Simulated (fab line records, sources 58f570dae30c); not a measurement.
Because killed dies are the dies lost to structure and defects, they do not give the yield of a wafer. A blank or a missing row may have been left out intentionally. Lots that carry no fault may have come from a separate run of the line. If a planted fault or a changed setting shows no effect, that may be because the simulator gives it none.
Split-lot study ; flow berkeley-cmos170 ; on a route of 331 steps: 5 lots, 23 wafers read

ON THE SPLIT
At UCB170_V2_CVD_00 (deposits SiO2 from TEOS/O2, target thk 2000 nm, time 250 s), the setting time-s was moved away from the recipe's 250 s on 7 of the 23 wafers read, by -7.2% to +14.8%. All remaining wafers had this setting at the recipe value.

No step appears in the file between the split and the reading.

THE READING
V2_TEOS_THK in nanometres, read at UCB170_V2_THK_MEAS_01. A value of 2010 nm with a standard deviation of 24 nm is what fault-free wafers of this fab line usually give.

wafer;tool, chamber at the split;time-s as run, s;against the recipe;V2_TEOS_THK, nm;against lot-mates on the recipe
L077.2;pecvd-04, 1;250;recipe;2001;-
L077.3;pecvd-04, 2;250;recipe;1974;-
L077.5;pecvd-04, 0;250;recipe;2019;-
L081.1;pecvd-01, 2;250;recipe;1998;-
L081.2;pecvd-01, 0;250;recipe;2000;-
L081.4;pecvd-01, 1;250;recipe;2039;-
L081.5;pecvd-01, 0;250;recipe;2031;-
L081.6;pecvd-01, 2;250;recipe;2020;-
L083.1;pecvd-04, 2;232.1;-7.2%;1828;-190
L083.2;pecvd-04, 1;250;recipe;1995;-
L083.3;pecvd-04, 0;232.1;-7.2%;1872;-146
L083.4;pecvd-04, 1;250;recipe;2041;-
L083.5;pecvd-04, 2;232.1;-7.2%;1890;-128
L084.1;pecvd-01, 1;261.2;+4.5%;2066;+56
L084.3;pecvd-01, 0;250;recipe;1979;-
L084.4;pecvd-01, 1;250;recipe;2022;-
L084.5;pecvd-01, 0;250;recipe;2030;-
L084.6;pecvd-01, 2;261.2;+4.5%;2097;+87
L082.1;pecvd-02, 1;250;recipe;2005;-
L082.2;pecvd-02, 2;287.1;+14.8%;2298;+286
L082.3;pecvd-02, 0;287.1;+14.8%;2290;+278
L082.4;pecvd-02, 0;250;recipe;2017;-
L082.5;pecvd-02, 2;250;recipe;2013;-

THE FIT
A straight line over all 23 wafers: V2_TEOS_THK changes by +19.3 nm for each +1% of time-s; r = +0.98; the points scatter about the line by 21 nm.
The same after taking each lot's own level away (the mean of its wafers on the recipe; 23 wafers): +19.6 nm for each +1%; r = +0.98; scatter 20 nm.
On that fit, the largest move of time-s shifts the reading by 2.9e+02 nm.
From 1998.0 to 2018.0 nm: that is the span of the lots' own levels, equal to 0.8 times the standard deviation above.
Consequently the slope shifts little with the lot-to-lot level, the two slopes agreeing.
Check: +286 nm against its lot-mates is what the line predicts for one of the wafers moved furthest among these (+14.8%) when that wafer is left out of the fit. Against them it came out at +286 nm.

FURTHER SPLITS ON THESE WAFERS
Other splits were also applied to these wafers ahead of the reading. Each is held against what the fit with the lots' levels taken away leaves over:
other split on the same wafers;wafers away from the commonest value;r with V2_TEOS_THK (lot level and that fit taken away)
UCB170_M2_PEB_13 peb-temp-c;4;+0.03

THE WHOLE CHAIN: every reading that the file lists as answering this split, in the file's order
step;what it does;reading;change (the file's fit);r (the file's)
UCB170_V2_CVD_00;deposits SiO2 from TEOS/O2, target thk 2000 nm, time 250 s;SiO2_of_V2_CVD_00.thk-nm (the simulator's own value, which no gauge read);+19.3 nm for each +1% of the setting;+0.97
UCB170_V2_THK_MEAS_01;;V2_TEOS_THK;+19.3 for each +1% of the setting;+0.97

THE FILE'S OWN FIT
V2_TEOS_THK changes by +19.3 nm for each +1% of time-s, r = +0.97.
